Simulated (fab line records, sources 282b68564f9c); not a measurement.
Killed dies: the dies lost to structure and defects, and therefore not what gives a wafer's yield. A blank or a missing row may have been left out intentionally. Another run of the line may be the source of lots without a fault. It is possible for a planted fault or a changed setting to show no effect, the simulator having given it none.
A struck lot beside a sound one    flow rit-cmos    20 out of 202 route steps
Sound: these wafers, L345.1, L345.3, L345.5. Wafers struck: L348.1, L348.4, L348.5. The cause is named last.
For every step that has rows: the tool of each side, followed by ch and its chambers, followed by its first start. Under that, the readings that differ: sound wafers    struck wafers    difference of the means    sigmas: that difference in standard deviations of wafers without a fault.
alike: readings whose means differ by less than 2 such deviations, and words and numbers that are the same on both sides. not compared: withheld readings, readings that some wafer has no value for, bounds like >300 that may hide the same value, and numbers for which the record gives no deviation and whose values overlap.
The two part at a step that has a row with sigmas, a row that says differs or no value, or rows on one side only. When numbers do not overlap yet have no deviation, they are printed without sigmas and do not part them. A reading missing from all wafers of one side parts the sides only when that side holds two or more wafers.

first, 2 steps without rows for these wafers: RIT_NWELL_HARDBAKE_07 (time 120 s); RIT_NWELL_IMPLANT_08.
RIT_NWELL_STRIP_09: strips in O2, time 180 s.
  sound on plasma-asher-04 ch 0,1, day 3 04:29; struck on plasma-asher-03 ch 0, day 3 20:11
  alike: drypump-motor-current-A
  not compared: rf-hours-counter-h
RIT_NWELL_TW_MEAS_10:
  sound on film-metro-03 at day 3 04:40; struck on film-metro-01 at day 3 20:22
reading   sound           struck          difference  sigmas
NWELL_TW  2193 2181 2192  2095 2111 2117  -81         -2
then, 6 steps without rows for these wafers: RIT_PWELL_HMDS_00 (prime time 60 s); RIT_PWELL_COAT_01 (resist thk 1300 nm); RIT_PWELL_SOFTBAKE_02 (time 59.02 s); RIT_PWELL_EXPOSE_03 (exposes mask M3, target cd 43700 nm); RIT_PWELL_PEB_04; RIT_PWELL_DEVELOP_05 (develop time 68 s).
RIT_PWELL_OVL_MEAS_06:
  sound on overlay-02 at day 3 05:38; struck on overlay-01 at day 3 21:25
  alike: PWELL_OVL
then, 1 step without rows for these wafers: RIT_PWELL_HARDBAKE_07 (time 120 s).
RIT_PWELL_IMPLANT_08:
  sound on implanter-04 ch 0, day 3 05:56; struck on implanter-04 ch 0, day 3 21:43
reading             sound            struck          difference  sigmas
beam-on-s (s)       10.02 9.86 9.70  9.05 9.01 9.02  -0.83       -4
faraday-current-uA  223 225 229      246 245 247     +20         +4
RIT_PWELL_STRIP_09: strips in O2, time 180 s.
  sound on plasma-asher-01 ch 0,1, day 3 06:05; struck on plasma-asher-02 ch 0,1, day 3 21:52
  alike: drypump-motor-current-A
  not compared: rf-hours-counter-h
RIT_PWELL_TW_MEAS_10:
  sound on film-metro-03 at day 3 06:16; struck on film-metro-03 at day 3 22:02
reading   sound        struck       difference  sigmas
PWELL_TW  970 964 977  935 933 933  -37         -2
then, 1 step without rows for these wafers: RIT_WELLDRIVE_ANNEAL_00 (time 14700 s).
RIT_WELLDRIVE_RS_MEAS_01: uses a four-point probe to measure.
  sound on film-metro-04 at day 3 11:46; struck on film-metro-03 at day 4 03:25
  alike: NWELL_RS
RIT_WELLDRIVE_RS_MEAS_02: uses a four-point probe to measure.
  sound on film-metro-04 at day 3 11:53; struck on film-metro-03 at day 4 03:32
reading            sound              struck             difference  sigmas
PWELL_RS (ohm/sq)  427.6 429.6 428.8  462.1 462.5 462.1  +33.6       +31
then, 1 step without rows for these wafers: RIT_NRETRO_HMDS_00 (prime time 60 s).
RIT_M1_PROBE_99:
  sound on prober-02 at day 4 16:40; struck on prober-01 at day 5 09:01
reading                                  sound              struck             difference  sigmas
model.etest.nmos_0p3.r-on-ohm-um         2176 2140 2107     2043 2073 2033     -91         
model.etest.pwell-pinched.rs-ohm-sq      460.4 459.2 457    490 492.8 490.4    +32         
model.etest.pwell.rs-ohm-sq              413.9 416.9 413.2  446.6 439.7 445.4  +29.2       
model.etest.nmos-turned.drive-ua-um      304.4 319.7 309.3  363.2 363.4 354.6  +49.3       
model.etest.nmos_0p15.drive-ua-um        474.1 483.4 487.3  508.6 502.2 501.1  +22.4       
model.etest.nmos_0p3.drive-ua-um         229.2 231.2 234    236.3 239.1 238.3  +6.4        
model.etest.nmos-narrow.drive-ua-um      225.7 227.5 228.4  235.2 233.6 235.3  +7.5        
model.etest.well-edge-right.line-ohm-um  179.2 180.5 180.2  177.3 177.7 178    -2.3        
  alike: killed-at-contacts, killed-at-front-end, killed-dies, killed-open, killed-short

== WHERE THEY PART ==
Earliest at RIT_NWELL_TW_MEAS_10; latest, in this record, at RIT_WELLDRIVE_RS_MEAS_02. Later steps at which nothing parts them and some readings are alike: RIT_M1_PROBE_99.

WHY: the cause the simulator had injected
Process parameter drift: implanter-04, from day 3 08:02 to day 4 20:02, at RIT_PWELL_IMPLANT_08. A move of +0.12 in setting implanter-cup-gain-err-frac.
